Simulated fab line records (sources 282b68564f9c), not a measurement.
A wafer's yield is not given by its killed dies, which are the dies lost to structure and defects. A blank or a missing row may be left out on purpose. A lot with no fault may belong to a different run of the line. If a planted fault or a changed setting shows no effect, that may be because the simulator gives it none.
Which tool was responsible? / flow rit cmos / 14 lots with 40 wafers sampled at 2 steps, on a route of 202 steps

## WHAT EACH GAUGE READ, for each wafer
The record lacks any reading of a measuring or inspecting step that a usual standard deviation could be used to judge.

## WHICH TOOL RAN EACH LOT (tool, then ch and the chambers of the sampled wafers, then the start)
lot=L160; RIT_GATE_ETCH_19=rie si-01 ch 0,3, day 2 22:04; RIT_M1_PROBE_99=-
lot=L161; RIT_GATE_ETCH_19=rie si-02 ch 0,1, day 3 05:32; RIT_M1_PROBE_99=-
lot=L162; RIT_GATE_ETCH_19=rie si-01 ch 0,2, day 3 12:20; RIT_M1_PROBE_99=-
lot=L163; RIT_GATE_ETCH_19=rie si-02 ch 1,2,3, day 3 16:20; RIT_M1_PROBE_99=-
lot=L165; RIT_GATE_ETCH_19=rie si-02 ch 1,2, day 4 00:07; RIT_M1_PROBE_99=-
lot=L166; RIT_GATE_ETCH_19=rie si-01 ch 0,1, day 4 01:23; RIT_M1_PROBE_99=-
lot=L167; RIT_GATE_ETCH_19=rie si-02 ch 0,1,3, day 4 10:50; RIT_M1_PROBE_99=-
lot=L171; RIT_GATE_ETCH_19=rie si-02 ch 0,1, day 5 05:22; RIT_M1_PROBE_99=-
lot=L173; RIT_GATE_ETCH_19=rie si-02 ch 0,1, day 5 11:51; RIT_M1_PROBE_99=-
lot=L174; RIT_GATE_ETCH_19=rie si-01 ch 1,2,3, day 5 20:33; RIT_M1_PROBE_99=-
lot=L177; RIT_GATE_ETCH_19=rie si-02 ch 0,1,3, day 6 12:58; RIT_M1_PROBE_99=-
lot=L179; RIT_GATE_ETCH_19=rie si-02 ch 0, day 6 21:32; RIT_M1_PROBE_99=-
lot=L181; RIT_GATE_ETCH_19=rie si-02 ch 0,2, day 7 10:55; RIT_M1_PROBE_99=prober-01, day 8 07:22
lot=L182; RIT_GATE_ETCH_19=rie si-01 ch 0,1,2, day 7 12:34; RIT_M1_PROBE_99=-
- RIT_GATE_ETCH_19: etches poly-Si in SF6/CHF3/O2, stops on SiO2, time 165 s, target depth 312.5 nm.
- RIT_M1_PROBE_99

## WHAT THE TOOLS THEMSELVES READ (means of the sampled wafers that have a number; where no wafer has one, the mark that the record gives instead)
RIT_GATE_ETCH_19.
lot=L160; tool=rie si-01; drypump motor current A (A)=5.6; oes product au (a.u.)=0.831; run length s (s)=193.2; throttle valve pct (%)=10.33
lot=L161; tool=rie si-02; drypump motor current A (A)=5.6; oes product au (a.u.)=0.840; run length s (s)=192.7; throttle valve pct (%)=10.14
lot=L162; tool=rie si-01; drypump motor current A (A)=5.9; oes product au (a.u.)=0.831; run length s (s)=193.3; throttle valve pct (%)=10.36
lot=L163; tool=rie si-02; drypump motor current A (A)=5.5; oes product au (a.u.)=0.852; run length s (s)=193.2; throttle valve pct (%)=10.20
lot=L165; tool=rie si-02; drypump motor current A (A)=5.6; oes product au (a.u.)=0.842; run length s (s)=192.7; throttle valve pct (%)=10.13
lot=L166; tool=rie si-01; drypump motor current A (A)=6.1; oes product au (a.u.)=0.830; run length s (s)=193.1; throttle valve pct (%)=10.25
lot=L167; tool=rie si-02; drypump motor current A (A)=5.5; oes product au (a.u.)=0.845; run length s (s)=192.8; throttle valve pct (%)=10.21
lot=L171; tool=rie si-02; drypump motor current A (A)=5.7; oes product au (a.u.)=0.841; run length s (s)=192.7; throttle valve pct (%)=10.27
lot=L173; tool=rie si-02; drypump motor current A (A)=5.7; oes product au (a.u.)=0.821; run length s (s)=192.8; throttle valve pct (%)=10.13
lot=L174; tool=rie si-01; drypump motor current A (A)=6.1; oes product au (a.u.)=0.829; run length s (s)=193.2; throttle valve pct (%)=10.13
lot=L177; tool=rie si-02; drypump motor current A (A)=5.6; oes product au (a.u.)=0.842; run length s (s)=193.0; throttle valve pct (%)=10.21
lot=L179; tool=rie si-02; drypump motor current A (A)=5.9; oes product au (a.u.)=0.987; run length s (s)=151.8; throttle valve pct (%)=10.38
lot=L181; tool=rie si-02; drypump motor current A (A)=5.7; oes product au (a.u.)=0.943; run length s (s)=165.8; throttle valve pct (%)=10.37
lot=L182; tool=rie si-01; drypump motor current A (A)=6.1; oes product au (a.u.)=0.830; run length s (s)=193.1; throttle valve pct (%)=10.26

RIT_M1_PROBE_99.
lot=L181; tool=prober-01; killed at contacts=0.0; killed at front end=176; killed dies=176; killed on rim=47.0; killed open=0.7; killed short=3.7

## THE ANSWER, worked out from the rows above alone
Rule: usual is defined by the lots themselves. The widest of any qualifying gaps counts: lots, ordered by their means at a reading, are off when they make up no more than a third of the lots, leave a main group of 4 or more, and stand apart from it by 3 or more times the standard deviation of that group's means. Not used: any main group whose means are identical at the precision the tables above print for the reading. A lot without any number at a reading at which 4 lots or more have one is off too. The other lots that the step has rows for count as sound. First the gauges in route order, then the tools' own readings, where a lot's mean is used as printed above. The first step at which some lot is off is used, and at that step the reading that is off furthest; a lot without a number counts as furthest.
Off: L179, L181, at RIT_GATE_ETCH_19 (run length s). Mean 193.0 s and standard deviation 0.22 in the main group.
A tool fits if, at that step or a process step before it, it ran every lot that is off, and no sound lot after the first of them. One candidate fits, namely rie si-02 at RIT_GATE_ETCH_19. Its last sound lot is L177 (day 6 12:58), its first lot that is off L179 (day 6 21:32): a fault that began between those two fits.
The tool's own readings at RIT_GATE_ETCH_19 bear it out: on the lots that are off they differ by more than 5 times the standard deviation of the sound lots' means. oes product au reads 0.965 a.u. there against 0.836 a.u. on the sound lots; run length s reads 158.8 s there against 193.0 s on the sound lots.

## WHAT THE SIMULATOR HAD PUT IN
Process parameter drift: rie si-02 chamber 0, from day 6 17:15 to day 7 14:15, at RIT_GATE_ETCH_19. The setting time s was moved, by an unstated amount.
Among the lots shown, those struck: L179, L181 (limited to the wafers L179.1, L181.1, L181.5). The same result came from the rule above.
